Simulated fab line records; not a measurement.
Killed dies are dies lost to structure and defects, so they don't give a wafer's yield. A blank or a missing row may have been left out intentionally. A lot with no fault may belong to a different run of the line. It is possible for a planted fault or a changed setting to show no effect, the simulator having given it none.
Which tool was responsible? / flow berkeley cmos170 / Sampling: 6 lots, 18 wafers, 2 of 331 route steps

== WHAT EACH GAUGE READ, for each wafer ==
UCB170_GATE_THK_MEAS_05.
lot=L254; measured=day 6 11:56; on=film metro-01; GATE_POLY_THK (nm)=215.2 218.1 217.1
lot=L256; measured=day 6 11:52; on=film metro-01; GATE_POLY_THK (nm)=214.7 213.7 213.6
lot=L258; measured=day 7 09:29; on=film metro-01; GATE_POLY_THK (nm)=263.1 261.0 262.2 263.5 260.9 262.0
lot=L271; measured=day 9 13:20; on=film metro-02; GATE_POLY_THK (nm)=211.6 212.0 212.7
lot=L274; measured=day 10 15:06; on=film metro-04; GATE_POLY_THK (nm)=216.4 213.9 212.8
lot=L276; measured=day 11 06:36; on=film metro-01; GATE_POLY_THK (nm)=214.6 215.7 214.7

== WHAT TOOL EACH LOT RAN ON (gives the tool, then ch and the chambers of the sampled wafers, and finally the start) ==
lot=L254; UCB170_GATE_CVD_04=lpcvd-02 ch 0, day 6 10:28
lot=L256; UCB170_GATE_CVD_04=lpcvd-02 ch 1, day 6 10:28
lot=L258; UCB170_GATE_CVD_04=lpcvd-02 ch 1, day 7 08:05
lot=L271; UCB170_GATE_CVD_04=lpcvd-01 ch 0, day 9 11:55
lot=L274; UCB170_GATE_CVD_04=lpcvd-01 ch 0, day 10 13:41
lot=L276; UCB170_GATE_CVD_04=lpcvd-01 ch 1, day 11 04:29
- UCB170_GATE_CVD_04: deposits poly-Si from SiH4, time 1440 s, target thk 214 nm.

== THE ANSWER, worked out from the rows above alone ==
Rule: what is usual is taken from the lots themselves. The widest of any qualifying gaps counts: lots, ordered by their means at a reading, are off when they make up no more than a third of the lots, leave a main group of 4 or more, and stand apart from it by 3 or more times the standard deviation of that group's means. A main group is skipped when, at the precision printed for the reading in the tables above, its means are all equal. A lot without any number at a reading at which 4 lots or more have one is off too. Where the step has rows for the other lots, those lots are counted as sound.
Off: L258, seen at UCB170_GATE_THK_MEAS_05 (GATE_POLY_THK). The main group: mean 214.5 nm, standard deviation 1.5.
If a tool, at a process step before that reading, ran all the lots that are off and no sound lot after the first of them, it fits. Gauges at UCB170_GATE_THK_MEAS_05: tried the same way as those tools. One fits: lpcvd-02 at UCB170_GATE_CVD_04. A fault onset in the window from L254 (day 6 10:28, its last sound lot) to L258 (day 7 08:05, its first lot off) fits.

== WHAT HAD BEEN PUT IN BY THE SIMULATOR ==
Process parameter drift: lpcvd-02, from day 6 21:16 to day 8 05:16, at UCB170_GATE_CVD_04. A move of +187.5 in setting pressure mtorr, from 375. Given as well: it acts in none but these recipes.
Struck lots among those shown: L258. The rule above found the same.
